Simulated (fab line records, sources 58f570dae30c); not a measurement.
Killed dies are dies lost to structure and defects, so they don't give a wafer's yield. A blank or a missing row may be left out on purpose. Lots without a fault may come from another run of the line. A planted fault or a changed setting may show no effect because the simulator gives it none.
Which tool did it? | flow berkeley_cmos170 | 13 lots, 39 wafers sampled, at 5 steps of a route of 331

WHAT THE GAUGES READ, wafer by wafer
UCB170_NVT_TW_MEAS_09. Usual: NVT_TW 524.1, standard deviation 2.1.
lot  | measured     | on            | NVT_TW            | flag
L208 | day 6 08:02  | film_metro-02 | 522.3 525.0 526.4 |
L210 | day 7 09:41  | film_metro-04 | 521.7 521.6 522.6 |
L212 | day 8 03:56  | film_metro-02 | 525.2 524.7 524.1 |
L214 | day 8 04:04  | film_metro-03 | 521.4 522.8 519.1 |
L215 | day 8 16:16  | film_metro-04 | 523.1 524.4 520.0 |
L217 | day 8 23:15  | film_metro-04 | 521.6 527.2 524.4 |
L220 | day 9 07:51  | film_metro-03 | 527.3 528.0 528.8 |
L219 | day 9 08:08  | film_metro-04 | 525.0 524.2 522.7 |
L218 | day 9 08:09  | film_metro-03 | 526.1 527.8 525.9 |
L222 | day 10 02:52 | film_metro-04 | 525.9 525.4 527.1 |
L223 | day 10 03:14 | film_metro-02 | 522.6 522.2 524.6 |
L224 | day 10 09:26 | film_metro-03 | 523.5 523.0 522.2 |
L230 | day 12 01:08 | film_metro-03 | 526.8 526.3 525.1 |

UCB170_GATE_CD_MEAS_12: target cd 350 nm. Usual: cd_nm 350.0 nm, standard deviation 1.5.
lot  | measured     | on        | cd_nm (nm)        | flag
L208 | day 7 03:35  | cd_sem-01 | 349.0 349.8 349.5 |
L210 | day 8 09:44  | cd_sem-01 | 350.5 351.0 350.3 |
L212 | day 8 19:07  | cd_sem-01 | 348.1 348.4 347.9 |
L214 | day 8 18:47  | cd_sem-01 | 352.1 351.1 352.1 |
L215 | day 9 08:38  | cd_sem-01 | 353.2 351.5 352.1 |
L217 | day 9 19:16  | cd_sem-01 | 347.8 347.6 347.8 |
L220 | day 9 19:59  | cd_sem-02 | 351.8 351.8 351.2 |
L219 | day 9 20:23  | cd_sem-01 | 350.0 349.6 350.9 |
L218 | day 9 19:34  | cd_sem-02 | 351.5 350.0 351.7 |
L222 | day 10 20:22 | cd_sem-02 | 349.3 350.0 348.9 |
L223 | day 10 20:05 | cd_sem-01 | 278.8 278.6 278.2 | OFF
L224 | day 11 04:09 | cd_sem-01 | 350.6 350.3 350.8 |
L230 | day 12 20:56 | cd_sem-02 | 351.6 350.2 349.8 |

UCB170_PLDD_CD_MEAS_06: target cd 1200 nm. Usual: cd_nm 1200.2 nm, standard deviation 1.5.
lot  | measured     | on        | cd_nm (nm)           | flag
L208 | day 7 05:18  | cd_sem-01 | 1202.0 1201.1 1201.4 |
L210 | day 8 11:55  | cd_sem-01 | 1200.4 1200.2 1201.4 |
L212 | day 8 21:05  | cd_sem-01 | 1200.7 1200.5 1200.5 |
L214 | day 8 20:59  | cd_sem-01 | 1201.5 1202.9 1202.3 |
L215 | day 9 11:09  | cd_sem-01 | 1200.4 1201.0 1200.8 |
L217 | day 9 21:24  | cd_sem-02 | 1200.9 1200.5 1201.1 |
L220 | day 9 21:52  | cd_sem-01 | 1202.5 1202.3 1202.5 |
L219 | day 9 22:10  | cd_sem-02 | 1199.3 1199.7 1200.4 |
L218 | day 9 21:40  | cd_sem-02 | 1201.9 1199.3 1202.4 |
L222 | day 10 22:11 | cd_sem-01 | 1201.5 1201.1 1201.6 |
L224 | day 11 06:15 | cd_sem-01 | 1200.0 1198.9 1200.7 |
L230 | day 13 00:22 | cd_sem-02 | 1200.3 1200.6 1200.6 |

UCB170_PLDD_TW_MEAS_11. Usual: PLDD_TW 1006, standard deviation 5.1.
lot  | measured     | on            | PLDD_TW        | flag
L208 | day 7 05:50  | film_metro-01 | 1006 1004 998  |
L210 | day 8 12:28  | film_metro-04 | 1005 1001 1009 |
L212 | day 8 21:38  | film_metro-01 | 995 997 1001   |
L214 | day 8 21:31  | film_metro-04 | 1007 1009 1010 |
L215 | day 9 11:41  | film_metro-01 | 998 1002 1007  |
L217 | day 9 21:58  | film_metro-01 | 1004 1010 998  |
L220 | day 9 22:25  | film_metro-01 | 1002 1001 997  |
L219 | day 9 22:43  | film_metro-04 | 1009 1007 1006 |
L218 | day 9 22:13  | film_metro-04 | 1002 1008 1007 |
L222 | day 10 22:43 | film_metro-01 | 1001 1002 999  |
L224 | day 11 06:49 | film_metro-04 | 1008 1012 1010 |
L230 | day 13 00:55 | film_metro-04 | 1008 1011 1010 |

WHICH TOOL RAN EACH LOT (tool, then ch and the chambers of the sampled wafers, then the start)
lot  | UCB170_GATE_EXPOSE_09
L208 | krf_scanner-01 ch 0, day 7 03:08
L210 | krf_scanner-01 ch 0, day 8 09:14
L212 | krf_scanner-01 ch 0, day 8 18:43
L214 | krf_scanner-02 ch 0, day 8 18:24
L215 | krf_scanner-01 ch 0, day 9 07:47
L217 | krf_scanner-01 ch 0, day 9 18:34
L220 | krf_scanner-01 ch 0, day 9 19:10
L219 | krf_scanner-01 ch 0, day 9 19:17
L218 | krf_scanner-02 ch 0, day 9 18:57
L222 | krf_scanner-01 ch 0, day 10 19:59
L223 | krf_scanner-01 ch 0, day 10 19:29
L224 | krf_scanner-01 ch 0, day 11 03:41
L230 | krf_scanner-01 ch 0, day 12 20:33
- UCB170_GATE_EXPOSE_09: exposes mask POLY, target cd 350 nm.

WHAT THE TOOLS THEMSELVES READ (means of the sampled wafers that have a number; where no wafer has one, the mark that the record gives instead)
UCB170_GATE_EXPOSE_09. Usual: exposure_dose_mJ_cm2 20.999, standard deviation 0.021.
lot  | tool           | exposure_dose_mJ_cm2 | flag
L208 | krf_scanner-01 | 20.999               |
L210 | krf_scanner-01 | 21.000               |
L212 | krf_scanner-01 | 20.979               |
L214 | krf_scanner-02 | 21.017               |
L215 | krf_scanner-01 | 21.010               |
L217 | krf_scanner-01 | 20.993               |
L220 | krf_scanner-01 | 20.995               |
L219 | krf_scanner-01 | 21.002               |
L218 | krf_scanner-02 | 21.000               |
L222 | krf_scanner-01 | 21.010               |
L223 | krf_scanner-01 | 20.998               |
L224 | krf_scanner-01 | 21.014               |
L230 | krf_scanner-01 | 20.995               |

THE ANSWER, worked out from the rows above alone
Rule: a lot is off if the mean of its wafers that have a number lies more than 3 standard deviations from the usual mean. A lot without any number at a reading at which 4 lots or more have one is off too. The other lots that the step has rows for count as sound. The gauges are gone through in route order, then the tools' own readings, and for those a lot's mean is taken as printed above. The first step at which some lot is off is used, and at that step the reading that is off furthest; a lot without a number counts as furthest.
Off: L223, at UCB170_GATE_CD_MEAS_12 (cd_nm).
A tool fits if, at a process step before that reading, it ran every lot that is off, and no sound lot after the first of them. The gauges at UCB170_GATE_CD_MEAS_12 are tried like those tools. None of those tried fits.

WHAT THE SIMULATOR HAD PUT IN
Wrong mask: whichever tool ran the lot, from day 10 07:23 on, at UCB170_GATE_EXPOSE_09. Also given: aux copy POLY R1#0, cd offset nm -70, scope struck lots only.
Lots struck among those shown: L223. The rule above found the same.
